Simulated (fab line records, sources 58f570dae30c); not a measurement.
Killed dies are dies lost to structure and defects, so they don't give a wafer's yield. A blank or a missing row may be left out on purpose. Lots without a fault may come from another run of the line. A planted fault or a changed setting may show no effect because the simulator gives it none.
One fault seen from 2 desks | flow berkeley_cmos170 | each desk has only its own numbers; what lay behind them comes last

THE METROLOGY DESK
What the gauges read, lot by lot, whatever tool the lot ran on: means of the sampled wafers that have a number. A lot is out of limits, marked OUT, if its mean lies more than 4 standard deviations from the usual mean; the brackets give that distance.
Columns: A = PWELL_TW at UCB170_PWELL_TW_MEAS_17, usual 381.0
lot  | first seen here | A
L815 | day 2 22:16     | 377.9
L816 | day 3 05:41     | 378.7
L817 | day 3 10:11     | 382.7
L818 | day 3 18:54     | 381.9
L819 | day 3 23:36     | 382.1
L826 | day 5 06:51     | 381.4
L829 | day 5 20:58     | 380.4
L832 | day 6 13:22     | 384.2
L833 | day 6 13:39     | 384.3
L834 | day 6 23:46     | 381.7
L836 | day 7 11:08     | 381.4
L837 | day 7 11:23     | 384.9
L838 | day 7 19:38     | 376.9
This desk's finding: nothing out of limits on any of the 13 lots.

THE TOOL OWNER'S DESK: litho_track-02
The tool's own readings at UCB170_PVT_HMDS_00 (prime time 60 s): means of the sampled wafers that have a number, for each lot that ran on this tool. A lot is out of limits, marked OUT, if its mean lies more than 4 standard deviations from the usual mean; the brackets give that distance.
Columns: A = prime_temp_c at UCB170_PVT_HMDS_00, usual 99.98 C
lot  | first seen here | A
L815 | day 5 09:28     | 99.94
L818 | day 6 08:06     | 99.88
L826 | day 7 16:12     | 99.07 (-8.3) OUT
L829 | day 8 12:52     | 99.14 (-7.7) OUT
This desk's finding: out of limits on L826, L829; first on L826, day 7 16:12 (prime_temp_c at UCB170_PVT_HMDS_00). In limits: L815, L818.

PUT TOGETHER
The tool owner's desk could have raised an alarm at day 7 16:12, on L826, L829.
The metrology desk saw nothing out of limits.
The metrology desk has L826, L829 on record, within its limits.
Of the lots named, all ran UCB170_PVT_HMDS_00 on litho_track-02.

WHAT THE SIMULATOR HAD PUT IN
Process parameter drift: litho_track-02, from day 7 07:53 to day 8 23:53, at UCB170_PVT_HMDS_00. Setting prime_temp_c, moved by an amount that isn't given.
Lots struck among those shown: L826, L829.
Hours from the fault's start to each desk's first reading out of limits: the tool owner's desk, 8.
